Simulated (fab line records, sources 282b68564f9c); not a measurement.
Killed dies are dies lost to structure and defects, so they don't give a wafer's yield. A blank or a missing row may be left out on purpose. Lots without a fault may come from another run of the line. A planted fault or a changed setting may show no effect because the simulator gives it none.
fab line records | flow rit_cmos
record lots=14 wafers=42 last_day=7
route steps=202 shown NSD@136
lots that met no fault: from a run of the same line without faults
start_h: hours from the record's first day to the start of the lot's first wafer shown | wait_h: hours since the lot's step before | " the same as in the row above | L1.1+2: a row that stands for several wafers | - no value, or no start given | * or withheld: withheld | < > ~ a bound
route shown NAME@n: a module of which the file shows steps, and the number in the route of the first | usual: mean/standard deviation of fault-free wafers | same: alike in all rows | chamber/n: place in a boat | sites: the reading at each site | _std_site: their standard deviation | _edge_site: outer sites' mean less inner sites' | radius_mm: how far each site lies from the wafer's centre | mask NAME#n: copy n | behind: the tool/chamber that last shaped the wafer | hold: why the lot was held/for how many hours/how that ended | device: the transistor (n, p or np) that didn't switch | end of line: the same wafers' tests at the end of the route | a step without rows: its recipe alone | killed: dies lost to structure and defects at the first sort, not the wafer's yield | map: a wafer's dies, x killed, . not, _ none there
set.NAME: the setting as run; set.NAME@STEP: as run at that earlier step | model.NAME: the simulator's own value behind a step, which no gauge read
steps of the route over a sample of lots; a table a step, a row a wafer
## steps
# step RIT_NSD_DEVELOP_05
# recipe resist=NOVOLAK develop_time_s=50 dev_temp_c=23
# columns lot.wafer tool chamber start_h wait_h
L494.1+5+6 litho_track-04 0 54 -
L495.2+3+6 litho_track-04 0 62 -
L496.1+3+6 litho_track-04 0 68 -
L498.2+4+5 litho_track-03 0 78 -
L500.3+4+6 litho_track-02 0 82 -
L502.2+4+6 litho_track-04 0 93 -
L503.3+4+5 litho_track-02 0 100 -
L504.2+3+5 litho_track-04 0 103 -
L506.4+5+6 litho_track-02 0 111 -
L509.2+5+6 litho_track-04 0 127 -
L510.2+3+4 litho_track-04 0 130 -
L512.1+3+6 litho_track-04 0 142 -
L513.2+5+6 litho_track-03 0 147 -
L515.1+4+6 litho_track-02 0 158 -
# step RIT_NSD_TW_MEAS_10
# usual NSD_TW=3088/16
# columns lot.wafer tool chamber start_h wait_h NSD_TW
L494.1 film_metro-02 - 54.89 0.1 3067
L494.5 " - " " 3075
L494.6 " - " " 3083
L495.2 film_metro-02 - 63.09 0.1 3096
L495.3 " - " " 3082
L495.6 " - " " 3089
L496.1 film_metro-01 - 69.57 0.1 3074
L496.3 " - " " 3102
L496.6 " - " " 3079
L498.2 film_metro-04 - 78.85 0.1 3102
L498.4 " - " " 3089
L498.5 " - " " 3110
L500.3 film_metro-01 - 83.73 0.1 3100
L500.4 " - " " 3112
L500.6 " - " " 3109
L502.2 film_metro-01 - 94.30 0.1 3083
L502.4 " - " " 3091
L502.6 " - " " 3092
L503.3 film_metro-02 - 101.41 0.1 3067
L503.4 " - " " 3061
L503.5 " - " " 3088
L504.2 film_metro-01 - 104.10 0.1 3109
L504.3 " - " " 3073
L504.5 " - " " 3096
L506.4 film_metro-01 - 112.12 0.1 3098
L506.5 " - " " 3095
L506.6 " - " " 3094
L509.2 film_metro-01 - 128.53 0.1 3092
L509.5 " - " " 3077
L509.6 " - " " 3088
L510.2 film_metro-01 - 131.40 0.1 30
L510.3 " - " " 30
L510.4 " - " " 30
L512.1 film_metro-02 - 143.06 0.1 30
L512.3 " - " " 30
L512.6 " - " " 30
L513.2 film_metro-02 - 148.39 0.1 3086
L513.5 " - " " 3053
L513.6 " - " " 3066
L515.1 film_metro-04 - 159.41 0.1 3120
L515.4 " - " " 3117
L515.6 " - " " 3119
## key
first_sign step=RIT_NSD_TW_MEAS_10 reading=NSD_TW direction=down sigmas=99+ usual=3088 struck=30
effect none on later readings
met_at RIT_NSD_DEVELOP_05
struck_lots L510,L512
sort_left_out L510.2,L510.3,L510.4,L512.1,L512.3,L512.6
tester_left_out L510,L512
onset_between 127 130
fault kind=process_parameter_drift tool=litho_track-04 chamber=- onset_h=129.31 steps=RIT_NSD_DEVELOP_05 channel=develop_time_s offset=* shape=step end_h=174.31 acts_in=* stated=*
# tester_left_out: of these lots the tester's yield and bins aren't shown, on N5 and GAA mostly nor the transistor test; their killed dies are dies lost to structure and defects alone, not to doping, threshold or leakage, so they don't give the yield
# sort_left_out: the simulated sort isn't trusted on such a fault, so these wafers' sort isn't shown, and their yield isn't known
